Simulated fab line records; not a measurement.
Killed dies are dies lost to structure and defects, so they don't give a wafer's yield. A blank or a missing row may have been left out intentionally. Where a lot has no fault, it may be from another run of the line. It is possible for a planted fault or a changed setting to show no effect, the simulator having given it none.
Chamber matching :: flow rit_cmos :: RIT_GATE_ETCH_19 on rie_si-01 has 4 sister chambers
The step etches poly-Si in SF6/CHF3/O2, stops on SiO2, time 165 s, target depth 312.5 nm. 14 wafers are shown with their chamber, then 7 later ones without.

## EACH WAFER AND ITS CHAMBER
wafer: L621.2
chamber: 1
throttle_valve_pct (%): 10.15
drypump_motor_current_A (A): 5.3
oes_product_au (a.u.): 0.863

wafer: L621.3
chamber: 0
throttle_valve_pct (%): 10.04
drypump_motor_current_A (A): 5.0
oes_product_au (a.u.): 0.828

wafer: L621.5
chamber: 0
throttle_valve_pct (%): 10.05
drypump_motor_current_A (A): 5.0
oes_product_au (a.u.): 0.817

wafer: L625.1
chamber: 2
throttle_valve_pct (%): 10.26
drypump_motor_current_A (A): 6.1
oes_product_au (a.u.): 0.871

wafer: L625.4
chamber: 3
throttle_valve_pct (%): 10.39
drypump_motor_current_A (A): 5.9
oes_product_au (a.u.): 0.854

wafer: L625.6
chamber: 0
throttle_valve_pct (%): 10.05
drypump_motor_current_A (A): 5.0
oes_product_au (a.u.): 0.841

wafer: L633.2
chamber: 2
throttle_valve_pct (%): 10.24
drypump_motor_current_A (A): 6.0
oes_product_au (a.u.): 0.873

wafer: L633.4
chamber: 2
throttle_valve_pct (%): 10.24
drypump_motor_current_A (A): 6.1
oes_product_au (a.u.): 0.871

wafer: L633.6
chamber: 0
throttle_valve_pct (%): 10.05
drypump_motor_current_A (A): 4.9
oes_product_au (a.u.): 0.829

wafer: L635.1
chamber: 2
throttle_valve_pct (%): 10.23
drypump_motor_current_A (A): 6.1
oes_product_au (a.u.): 0.868

wafer: L635.3
chamber: 3
throttle_valve_pct (%): 10.40
drypump_motor_current_A (A): 5.9
oes_product_au (a.u.): 0.851

wafer: L635.6
chamber: 0
throttle_valve_pct (%): 10.04
drypump_motor_current_A (A): 4.9
oes_product_au (a.u.): 0.825

wafer: L639.3
chamber: 0
throttle_valve_pct (%): 10.04
drypump_motor_current_A (A): 5.0
oes_product_au (a.u.): 0.828

wafer: L639.5
chamber: 2
throttle_valve_pct (%): 10.24
drypump_motor_current_A (A): 6.0
oes_product_au (a.u.): 0.876

SIGNATURES, as means of the wafers listed above
reading: throttle_valve_pct
chamber 0: 10.0450
chamber 1: 10.1500
chamber 2: 10.2420
chamber 3: 10.3950
scatter within a chamber: 0.00825

reading: drypump_motor_current_A
chamber 0: 4.967
chamber 1: 5.300
chamber 2: 6.060
chamber 3: 5.900
scatter within a chamber: 0.0503

reading: oes_product_au
chamber 0: 0.82800
chamber 1: 0.86300
chamber 2: 0.87180
chamber 3: 0.85250
scatter within a chamber: 0.00582
Rule: a wafer lies at a distance from a chamber equal to the root of the sum of squares, over the readings, of (its reading less the chamber's mean, divided by the reading's scatter). If the next closest chamber is less than 2 further off than the closest, the wafer can't be placed; otherwise it belongs to the closest. How the scatter is found: for the shown wafers, subtract from each reading the mean of its chamber, square and add these, divide the total by (wafers less chambers), then take the root.

## WAFERS WHOSE CHAMBER IS MISSING
wafer: L639.6
throttle_valve_pct (%): 10.39
drypump_motor_current_A (A): 5.9
oes_product_au (a.u.): 0.859

wafer: L641.1
throttle_valve_pct (%): 10.25
drypump_motor_current_A (A): 6.0
oes_product_au (a.u.): 0.864

wafer: L641.3
throttle_valve_pct (%): 10.04
drypump_motor_current_A (A): 5.0
oes_product_au (a.u.): 0.814

wafer: L641.4
throttle_valve_pct (%): 10.13
drypump_motor_current_A (A): 5.3
oes_product_au (a.u.): 0.855

wafer: L643.3
throttle_valve_pct (%): 10.08
drypump_motor_current_A (A): 5.0
oes_product_au (a.u.): 0.824

wafer: L643.4
throttle_valve_pct (%): 10.24
drypump_motor_current_A (A): 6.1
oes_product_au (a.u.): 0.867

wafer: L643.5
throttle_valve_pct (%): 10.05
drypump_motor_current_A (A): 5.0
oes_product_au (a.u.): 0.835

## EACH ONE'S CHAMBER
wafer: L639.6
from the rows above: 3
in truth: 3

wafer: L641.1
from the rows above: 2
in truth: 2

wafer: L641.3
from the rows above: 0
in truth: 0

wafer: L641.4
from the rows above: 1
in truth: 1

wafer: L643.3
from the rows above: 0
in truth: 0

wafer: L643.4
from the rows above: 2
in truth: 2

wafer: L643.5
from the rows above: 0
in truth: 0
7 of 7 placed correctly. From these rows, 0 cannot be placed. 0 placed wrongly.
